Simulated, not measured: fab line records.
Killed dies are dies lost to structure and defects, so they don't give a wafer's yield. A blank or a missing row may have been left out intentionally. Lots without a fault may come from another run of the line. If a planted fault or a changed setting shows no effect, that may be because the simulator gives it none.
Problem report in the 8D (eight disciplines) form, filled by code / flow berkeley cmos170 / the parts of the form that need people (team, actions taken, sign-off) are left out

## 1. PROBLEM STATEMENT
spin speed rpm at UCB170_M1_COAT_04 reads a mean of 1518.3 rpm on 6 wafers of 2 lots; wafers without a fault read 1499.8 rpm with a standard deviation of 0.96. Measured from the usual mean, that is +19 standard deviations.
The step: resist thk 900 nm.
The first sign was on wafer L793.2 at day 10 22:00, on litho track-02. At this step, 42 wafers from 14 lots have a number in the record. Rule for "out" (also "out of limits"): further than 4 standard deviations from the usual mean. The other wafers with a number count as sound.

## 2. WHAT IT IS, AND WHAT IT ISN'T
question=which readings at this step | is=spin speed rpm | is not=-
question=which lots | is=L793, L795 | is not=L780, L781, L782, L784, L785, L786, L787, L788, L799, L800, L801, L802
question=which wafers of those lots | is=all that have a number | is not=-
question=read on which tools | is=litho track-02 | is not=litho track-03, litho track-04
question=when | is=from day 10 22:00 | is not=up to then (24 sound wafers); but 12 sound wafers of L799, L800, L801, L802 came after

## 3. THE SUSPECTS, EACH WITH WHAT RULES IT OUT
Counting: a tool at any process step up to the reading remains a suspect when it ran all the lots that are out and ran no sound lot after the first of those.
- litho track-02 at UCB170_M1_COAT_04 (resist thk 900 nm): kept. It processed each lot that is out, first L793 at day 10 22:00, and no sound lot thereafter; up to then, the last sound lot it processed was L787 at day 9 18:00. On those wafers its own readings are out: spin speed rpm.
The count leaves litho track-02 at UCB170_M1_COAT_04.

## 4. THE CAUSE (what the simulator had put in)
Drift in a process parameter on litho track-02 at UCB170_M1_COAT_04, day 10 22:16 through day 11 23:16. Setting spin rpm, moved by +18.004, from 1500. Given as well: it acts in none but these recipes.
Counting left only this tool.

## 5. SEQUENCE OF EFFECTS, ordered by route
Each row: a reading where the mean over the struck wafers with a number is more than 3 standard deviations away from the usual. Readings are gone through only where the record gives a usual standard deviation; hours: the median, over the lots, of the time from a lot's start at the first step in this table giving one to that lot's start at this step; sigmas: the change measured in usual standard deviations.
hours=0; step=UCB170_M1_COAT_04; reading=spin speed rpm; usual=1499.8 rpm; on struck wafers=1518.3; change=+18.5; sigmas=+19
Process steps it contains:
- UCB170_M1_COAT_04: resist thk 900 nm.
Later steps that measure or inspect, where all struck wafers having a row at the step show a number for every such reading and not one has moved that far: UCB170_V2_OVL_MEAS_13.

## 6. HOW IT WOULD HAVE BEEN CAUGHT EARLIER
In this record the first reading out of limits was taken at day 10 22:00.
